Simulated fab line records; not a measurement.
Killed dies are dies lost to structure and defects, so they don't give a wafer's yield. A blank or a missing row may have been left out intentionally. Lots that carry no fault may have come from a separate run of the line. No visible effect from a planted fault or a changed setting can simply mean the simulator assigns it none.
Problem report, 8D (eight disciplines) form, completed by code ; flow berkeley_cmos170 ; the parts of the form that need people (team, actions taken, sign-off) are left out

## 1. WHAT IS WRONG
Mean of beam_energy_keV at UCB170_PVT_IMPLANT_07: 27.402 across 6 wafers in 2 lots; on wafers with no fault it is 30.000 (standard deviation 0.0093). So: -99 or more standard deviations from the usual mean.
The first sign was on wafer L176.2 at day 8 20:06, on implanter-02. The record holds 42 wafers of 14 lots with a number at this step. Rule for "out" (also "out of limits"): further than 4 standard deviations from the usual mean. The other wafers with a number count as sound.

## 2. WHAT IT IS, WHAT IT ISN'T
question;is;is not
which readings at this step;beam_energy_keV;tilt_deg
which lots;L176, L178;L162, L163, L164, L165, L166, L169, L170, L171, L181, L182, L183, L185
which wafers of those lots;all that have a number;-
read on which tools;implanter-02;implanter-03, implanter-04
when;from day 8 20:06;"up to then (24 sound wafers); but 12 sound wafers of L181, L182, L183, L185 came after"

## 3. THE SUSPECTS, EACH WITH WHAT RULES IT OUT
Counting: any tool at a process step up to the reading is kept as a suspect provided that every lot that is out went through it and no sound lot did after the first of them.
- plasma_asher-01 at UCB170_PWELL_STRIP_16 (strips in O2): ruled out as a lasting fault. Sound lots L183 ran on it after its first lot that is out, L176 (day 6 01:05).
- implanter-02 at UCB170_PVT_IMPLANT_07: kept. It processed each lot that is out, first L176 at day 8 20:06, and no sound lot thereafter; up to then, the last sound lot it processed was L170 at day 7 20:47. Its own readings are out on those wafers: beam_energy_keV.
The count leaves implanter-02 at UCB170_PVT_IMPLANT_07.

## 4. THE CAUSE (what the simulator had put in)
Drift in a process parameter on implanter-02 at UCB170_PVT_IMPLANT_07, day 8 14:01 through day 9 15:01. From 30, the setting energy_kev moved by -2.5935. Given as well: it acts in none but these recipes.
Counting left only this tool.

## 5. THE EFFECT CHAIN, in route order
Each row: a reading where the mean over the struck wafers with a number is more than 3 standard deviations away from the usual. Only readings whose record carries a usual standard deviation are examined. hours: median over the lots of the time between each lot's start at the first step of this table that gives one and its start at this step. sigmas: the change, counted in usual standard deviations.
hours;step;reading;usual;on struck wafers;change;sigmas
0;UCB170_PVT_IMPLANT_07;beam_energy_keV;30.000;27.402;-2.598;-99 or more
Process steps it contains:
- UCB170_PVT_IMPLANT_07
Later measuring or inspecting steps at which every struck wafer that the step has a row for has a number for every such reading, and none has moved that far: UCB170_PVT_TW_MEAS_09, UCB170_GATE_THK_MEAS_02.

## 6. WHAT WOULD HAVE CAUGHT IT SOONER
In this record no reading fell out of limits until day 8 20:06, 6 hours after the fault had begun at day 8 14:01.
